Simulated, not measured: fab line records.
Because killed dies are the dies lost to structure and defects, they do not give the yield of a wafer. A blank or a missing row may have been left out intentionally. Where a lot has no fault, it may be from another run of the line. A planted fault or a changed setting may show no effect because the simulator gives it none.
Problem report, 8D (eight disciplines) form, completed by code ; flow rit-cmos ; the parts of the form that need people (team, actions taken, sign-off) are left out

## 1. THE ISSUE
Mean GATE_POLY_THK at RIT_GATE_THK_MEAS_09: 384.2 nm over 6 wafers in 2 lots; fault-free wafers: 250.5 nm, standard deviation 2.7. Measured from the usual mean, that is +50 standard deviations.
First seen on wafer L165.2, day 5 04:07, on film-metro-02. The record holds 42 wafers of 14 lots with a number at this step. Rule for "out", or "out of limits": more than 4 standard deviations from the usual mean. Any other wafer with a number is counted as sound.

## 2. WHAT IT IS, WHAT IT ISN'T
question;is;is not
which readings at this step;GATE_POLY_THK;-
which lots;L165, L166;L152, L154, L155, L156, L157, L158, L159, L160, L162, L163, L164, L167
which wafers of those lots;all that have a number;-
read on which gauges;film-metro-02, film-metro-04;film-metro-01
when;from day 5 04:07;"up to then (33 sound wafers); but 3 sound wafers of L167 came after"

## 3. WHAT RULES OUT EACH SUSPECT
Counting: a tool stays on the suspect list if, at a process step up to the reading, it processed all lots that are out and no sound lot following the first of them.
- the gauge at RIT_GATE_THK_MEAS_09: ruled out. Those wafers that are out were read across 2 gauges (film-metro-02, film-metro-04).
- lpcvd-01 at RIT_GATE_CVD_08 (deposits poly-Si from SiH4, target thk 250 nm, time 2220 s): kept. All lots that are out passed through it, beginning with L165 at day 5 02:26, and no sound lot followed; its final sound lot before that point was L163 at day 4 16:35.
The count leaves lpcvd-01 at RIT_GATE_CVD_08.

## 4. THE CAUSE (what the simulator had put in)
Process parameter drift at RIT_GATE_CVD_08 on lpcvd-01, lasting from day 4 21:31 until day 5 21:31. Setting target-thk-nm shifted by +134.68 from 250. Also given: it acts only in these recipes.
After counting, this tool was the only one left.

## 5. THE CHAIN OF EFFECTS, in route order
Rows list readings where the struck wafers' mean (over those with a number) sits beyond 3 standard deviations from the usual. Scope: only readings with a usual standard deviation given in the record; hours: median across lots of the time from each lot's start at the first step in this table that gives one to its start at this step; sigmas: change in usual standard deviations.
hours;step;reading;usual;on struck wafers;change;sigmas
0;RIT_GATE_THK_MEAS_09;GATE_POLY_THK;250.5 nm;384.2;+133.8;+50
1;RIT_GATE_ETCH_19;oes-product-au;0.856 a.u.;1.002;+0.146;+10
Process steps it contains:
- RIT_GATE_ETCH_19: etches poly-Si in SF6/CHF3/O2, stops on SiO2, time 165 s, target depth 312.5 nm.

## 6. HOW IT WOULD HAVE BEEN CAUGHT EARLIER
Counted from the fault's start at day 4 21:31, it took 7 hours until the first out-of-limits reading at a measuring or inspecting step in this record, taken at day 5 04:07.
Tool readings at RIT_GATE_CVD_08 with a usual standard deviation given in the record: none out on any struck wafer, hence no alarm at a limit of 4 standard deviations on them.
L166, from the lots that are out (2), started RIT_GATE_CVD_08 on lpcvd-01 later than day 5 04:07. Putting the tool on hold at that point would have spared it.
